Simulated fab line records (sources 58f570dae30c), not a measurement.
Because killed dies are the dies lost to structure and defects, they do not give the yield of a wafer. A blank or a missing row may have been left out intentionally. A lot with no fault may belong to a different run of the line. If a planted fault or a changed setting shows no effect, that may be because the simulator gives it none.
Which tool did it? | flow berkeley_cmos170 | Sampling: 14 lots, 42 wafers, 7 of 331 route steps

## WHAT EACH GAUGE READ, for each wafer
UCB170_FIELD_THK_MEAS_91. Usual: FIELD_OXIDE_LEFT_2_THK gives 355 nm (standard deviation 8.8).
lot  | measured     | on            | FIELD_OXIDE_LEFT_2_THK (nm) | flag
L720 | day 5 08:26  | film_metro-03 | 367 355 355                 |
L721 | day 6 04:00  | film_metro-04 | 372 359 361                 |
L722 | day 6 13:49  | film_metro-04 | 345 354 342                 |
L723 | day 6 14:09  | film_metro-04 | 360 346 353                 |
L724 | day 6 15:03  | film_metro-03 | 358 360 351                 |
L726 | day 7 08:38  | film_metro-04 | 340 337 337                 |
L725 | day 7 08:46  | film_metro-01 | 363 367 364                 |
L730 | day 8 02:40  | film_metro-03 | 350 357 360                 |
L732 | day 8 07:49  | film_metro-01 | 360 366 356                 |
L738 | day 9 14:56  | film_metro-01 | 359 356 367                 |
L736 | day 9 15:07  | film_metro-01 | 357 362 351                 |
L737 | day 9 15:29  | film_metro-04 | 337 340 343                 |
L739 | day 9 22:40  | film_metro-03 | 358 372 351                 |
L742 | day 10 03:21 | film_metro-04 | 362 369 357                 |

UCB170_PLDD_CD_MEAS_06: target cd 1200 nm. Usual: cd_nm 1199.3 nm, standard deviation 1.4.
lot  | measured     | on        | cd_nm (nm)           | flag
L720 | day 6 01:11  | cd_sem-02 | 1199.9 1199.1 1196.9 |
L721 | day 6 17:15  | cd_sem-01 | 1198.6 1199.5 1200.1 |
L722 | day 7 04:08  | cd_sem-02 | 1198.7 1199.2 1199.1 |
L723 | day 7 04:47  | cd_sem-01 | 1199.4 1199.7 1199.7 |
L724 | day 7 04:25  | cd_sem-02 | 1199.3 1200.1 1199.3 |
L726 | day 8 02:41  | cd_sem-02 | 1198.8 1198.3 1198.5 |
L725 | day 8 03:03  | cd_sem-02 | 1198.3 1196.8 1195.9 |
L730 | day 8 16:53  | cd_sem-02 | 1200.8 1200.2 1200.1 |
L732 | day 9 00:58  | cd_sem-02 | 1200.1 1200.5 1199.9 |
L738 | day 10 04:10 | cd_sem-02 | 1199.2 1199.9 1198.5 |
L736 | day 10 04:05 | cd_sem-02 | 1202.4 1200.6 1201.7 |
L737 | day 10 04:34 | cd_sem-02 | 1201.0 1201.2 1200.9 |
L739 | day 10 11:08 | cd_sem-02 | 1200.0 1200.9 1200.6 |
L742 | day 10 17:21 | cd_sem-02 | 1197.4 1199.3 1199.1 |

UCB170_NLDD_TW_MEAS_11. Usual: NLDD_TW gives 2203 (standard deviation 19).
lot  | measured     | on            | NLDD_TW        | flag
L720 | day 6 03:41  | film_metro-03 | 2236 2240 2237 |
L721 | day 6 19:54  | film_metro-04 | 2200 2207 2223 |
L722 | day 7 06:43  | film_metro-02 | 2233 2228 2233 |
L723 | day 7 07:29  | film_metro-02 | 2233 2241 2231 |
L724 | day 7 06:56  | film_metro-02 | 2228 2238 2240 |
L726 | day 8 04:59  | film_metro-04 | 2182 2185 2175 |
L725 | day 8 05:41  | film_metro-04 | 2173 2190 2180 |
L730 | day 8 20:08  | film_metro-04 | 3110 3095 3110 | OFF
L732 | day 9 03:31  | film_metro-02 | 3131 3131 3135 | OFF
L738 | day 10 06:37 | film_metro-04 | 2194 2203 2205 |
L736 | day 10 06:24 | film_metro-02 | 2205 2200 2206 |
L737 | day 10 07:00 | film_metro-04 | 2200 2187 2202 |
L739 | day 10 14:30 | film_metro-03 | 2204 2190 2200 |
L742 | day 10 20:23 | film_metro-04 | 2186 2203 2206 |

UCB170_PSD_TW_MEAS_10. Usual: PSD_TW gives 2299 (standard deviation 15).
lot  | measured     | on            | PSD_TW         | flag
L720 | day 6 09:25  | film_metro-02 | 2317 2318 2322 |
L721 | day 7 02:56  | film_metro-04 | 2277 2295 2281 |
L722 | day 7 13:13  | film_metro-04 | 2277 2287 2291 |
L723 | day 7 13:07  | film_metro-02 | 2323 2317 2308 |
L724 | day 7 12:50  | film_metro-02 | 2317 2323 2330 |
L726 | day 8 10:01  | film_metro-02 | 2314 2312 2326 |
L725 | day 8 10:30  | film_metro-03 | 2319 2317 2303 |
L730 | day 9 04:19  | film_metro-04 | 2280 2283 2273 |
L732 | day 9 10:16  | film_metro-04 | 2287 2293 2284 |
L738 | day 10 11:59 | film_metro-04 | 2285 2294 2288 |
L736 | day 10 11:50 | film_metro-03 | 2288 2302 2292 |
L737 | day 10 12:32 | film_metro-02 | 2301 2305 2303 |
L739 | day 10 19:52 | film_metro-02 | 2296 2298 2288 |
L742 | day 11 03:47 | film_metro-03 | 2273 2286 2290 |

UCB170_SDANNEAL_RS_MEAS_05: uses a four-point probe to measure. Usual: NLDD_RS gives 615.4 ohm/sq (standard deviation 1.4).
lot  | measured     | on            | NLDD_RS (ohm/sq)  | flag
L720 | day 6 13:23  | film_metro-02 | 615.4 613.8 614.9 |
L721 | day 7 06:01  | film_metro-04 | 615.8 615.2 613.7 |
L722 | day 7 17:41  | film_metro-04 | 616.2 618.0 615.8 |
L723 | day 7 17:59  | film_metro-02 | 611.4 612.7 614.4 |
L724 | day 7 17:51  | film_metro-03 | 614.2 613.7 614.3 |
L726 | day 8 13:29  | film_metro-03 | 617.1 618.5 616.6 |
L725 | day 8 13:34  | film_metro-02 | 612.7 615.3 614.2 |
L730 | day 9 07:29  | film_metro-04 | 172.6 172.7 172.5 | OFF
L732 | day 9 15:30  | film_metro-03 | 172.6 172.7 172.2 | OFF
L738 | day 10 16:31 | film_metro-02 | 614.1 614.4 614.0 |
L736 | day 10 16:34 | film_metro-03 | 614.8 614.1 613.3 |
L737 | day 10 17:09 | film_metro-02 | 614.3 616.1 614.7 |
L739 | day 11 03:06 | film_metro-03 | 615.0 616.4 616.4 |
L742 | day 11 08:44 | film_metro-02 | 616.5 616.7 615.4 |

## WHICH TOOL RAN EACH LOT (tool, then ch and the chambers of the sampled wafers, then the start)
lot  | UCB170_NLDD_IMPLANT_08          | UCB170_NLDD_STRIP_10
L720 | implanter-01 ch 0, day 6 03:17  | plasma_asher-04 ch 0,1, day 6 03:35
L721 | implanter-04 ch 0, day 6 19:30  | plasma_asher-04 ch 0,1, day 6 19:48
L722 | implanter-01 ch 0, day 7 06:19  | plasma_asher-02 ch 0,1, day 7 06:37
L723 | implanter-01 ch 0, day 7 07:05  | plasma_asher-04 ch 0,1, day 7 07:23
L724 | implanter-02 ch 0, day 7 06:32  | plasma_asher-01 ch 0,1, day 7 06:50
L726 | implanter-04 ch 0, day 8 04:36  | plasma_asher-02 ch 0,1, day 8 04:52
L725 | implanter-02 ch 0, day 8 05:17  | plasma_asher-04 ch 0,1, day 8 05:35
L730 | implanter-01 ch 0, day 8 19:46  | plasma_asher-04 ch 0,1, day 8 20:02
L732 | implanter-01 ch 0, day 9 03:08  | plasma_asher-01 ch 0,1, day 9 03:25
L738 | implanter-02 ch 0, day 10 06:13 | plasma_asher-02 ch 0,1, day 10 06:31
L736 | implanter-04 ch 0, day 10 06:02 | plasma_asher-04 ch 0,1, day 10 06:19
L737 | implanter-04 ch 0, day 10 06:38 | plasma_asher-02 ch 0,1, day 10 06:55
L739 | implanter-02 ch 0, day 10 14:06 | plasma_asher-04 ch 0,1, day 10 14:24
L742 | implanter-02 ch 0, day 10 20:01 | plasma_asher-01 ch 0,1, day 10 20:18
- UCB170_NLDD_IMPLANT_08
- UCB170_NLDD_STRIP_10: strips in O2.

## AS READ BY THE TOOLS THEMSELVES (means over the sampled wafers that have a number; for cases with no such wafer, the mark the record gives instead)
UCB170_NLDD_IMPLANT_08. Usual: beam_on_s 10.00 s, standard deviation 0.2; dose_ions_cm2 5.001e+13, standard deviation 5.5e+10; faraday_current_uA 159, standard deviation 3.1.
lot  | tool         | beam_on_s (s) | dose_ions_cm2 | faraday_current_uA | flag
L720 | implanter-01 | 10.06         | 5.001e+13     | 158                |
L721 | implanter-04 | 10.02         | 5.002e+13     | 158                |
L722 | implanter-01 | 9.90          | 5.005e+13     | 160                |
L723 | implanter-01 | 9.84          | 5.002e+13     | 161                |
L724 | implanter-02 | 9.88          | 5.002e+13     | 160                |
L726 | implanter-04 | 10.13         | 4.994e+13     | 157                |
L725 | implanter-02 | 10.03         | 5.002e+13     | 158                |
L730 | implanter-01 | 17.79         | 5.000e+14     | 893                | OFF
L732 | implanter-01 | 17.79         | 5.000e+14     | 890                | OFF
L738 | implanter-02 | 9.84          | 5.006e+13     | 161                |
L736 | implanter-04 | 9.95          | 4.999e+13     | 160                |
L737 | implanter-04 | 10.02         | 5.005e+13     | 159                |
L739 | implanter-02 | 9.92          | 4.995e+13     | 160                |
L742 | implanter-02 | 10.14         | 5.000e+13     | 157                |

UCB170_NLDD_STRIP_10. Usual: drypump_motor_current_A 5.6 A, standard deviation 0.48; oes_product_au 0.735 a.u., standard deviation 0.0047; strip_time_to_endpoint_s 21.62 s, standard deviation 0.056.
lot  | tool            | drypump_motor_current_A (A) | oes_product_au (a.u.) | strip_time_to_endpoint_s (s) | flag
L720 | plasma_asher-04 | 6.1                         | 0.737                 | 21.58                        |
L721 | plasma_asher-04 | 6.1                         | 0.733                 | 21.63                        |
L722 | plasma_asher-02 | 5.0                         | 0.735                 | 21.57                        |
L723 | plasma_asher-04 | 6.1                         | 0.731                 | 21.62                        |
L724 | plasma_asher-01 | 5.6                         | 0.732                 | 21.63                        |
L726 | plasma_asher-02 | 5.1                         | 0.732                 | 21.60                        |
L725 | plasma_asher-04 | 5.9                         | 0.735                 | 21.63                        |
L730 | plasma_asher-04 | 5.9                         | 0.684                 | 23.86                        | OFF
L732 | plasma_asher-01 | 5.7                         | 0.686                 | 23.83                        | OFF
L738 | plasma_asher-02 | 5.1                         | 0.732                 | 21.63                        |
L736 | plasma_asher-04 | 6.1                         | 0.737                 | 21.64                        |
L737 | plasma_asher-02 | 5.0                         | 0.732                 | 21.57                        |
L739 | plasma_asher-04 | 5.9                         | 0.738                 | 21.69                        |
L742 | plasma_asher-01 | 5.5                         | 0.735                 | 21.57                        |

## THE ANSWER, worked out from the rows above alone
Rule: take the mean of a lot's wafers that have a number; if it is more than 3 standard deviations from the usual mean, the lot is off. A lot without any number at a reading at which 4 lots or more have one is off too. Any other lot the step has rows for is counted as sound. First the gauges in route order, then the tools' own readings, where a lot's mean is used as printed above. At the first step where some lot is off, the reading lying furthest off is the one used; lots without a number count as furthest.
Off: L730, L732, seen at UCB170_NLDD_TW_MEAS_11 (NLDD_TW).
If a tool, at a process step before that reading, ran all the lots that are off and no sound lot after the first of them, it fits. The gauges at UCB170_NLDD_TW_MEAS_11 aren't tried: what is off there is off at UCB170_NLDD_IMPLANT_08 too, on other tools, and a gauge's error can't cause that. One fits: implanter-01 at UCB170_NLDD_IMPLANT_08. Its last sound lot is L723 (day 7 07:05), its first lot that is off L730 (day 8 19:46): a fault that began between those two fits.
The tool's own readings at UCB170_NLDD_IMPLANT_08 bear it out: on the lots that are off they differ by more than 5 times the standard deviation of the sound lots' means. beam_on_s reads 17.79 s there against 9.98 s on the sound lots; dose_ions_cm2 reads 5.000e+14 there against 5.001e+13 on the sound lots; faraday_current_uA reads 892 there against 159 on the sound lots.

## WHAT THE SIMULATOR HAD PUT IN
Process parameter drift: implanter-01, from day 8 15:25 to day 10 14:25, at UCB170_NLDD_IMPLANT_08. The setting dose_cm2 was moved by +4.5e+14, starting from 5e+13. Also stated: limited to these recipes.
Lots struck among those shown: L730, L732. The rule above reached the same finding.
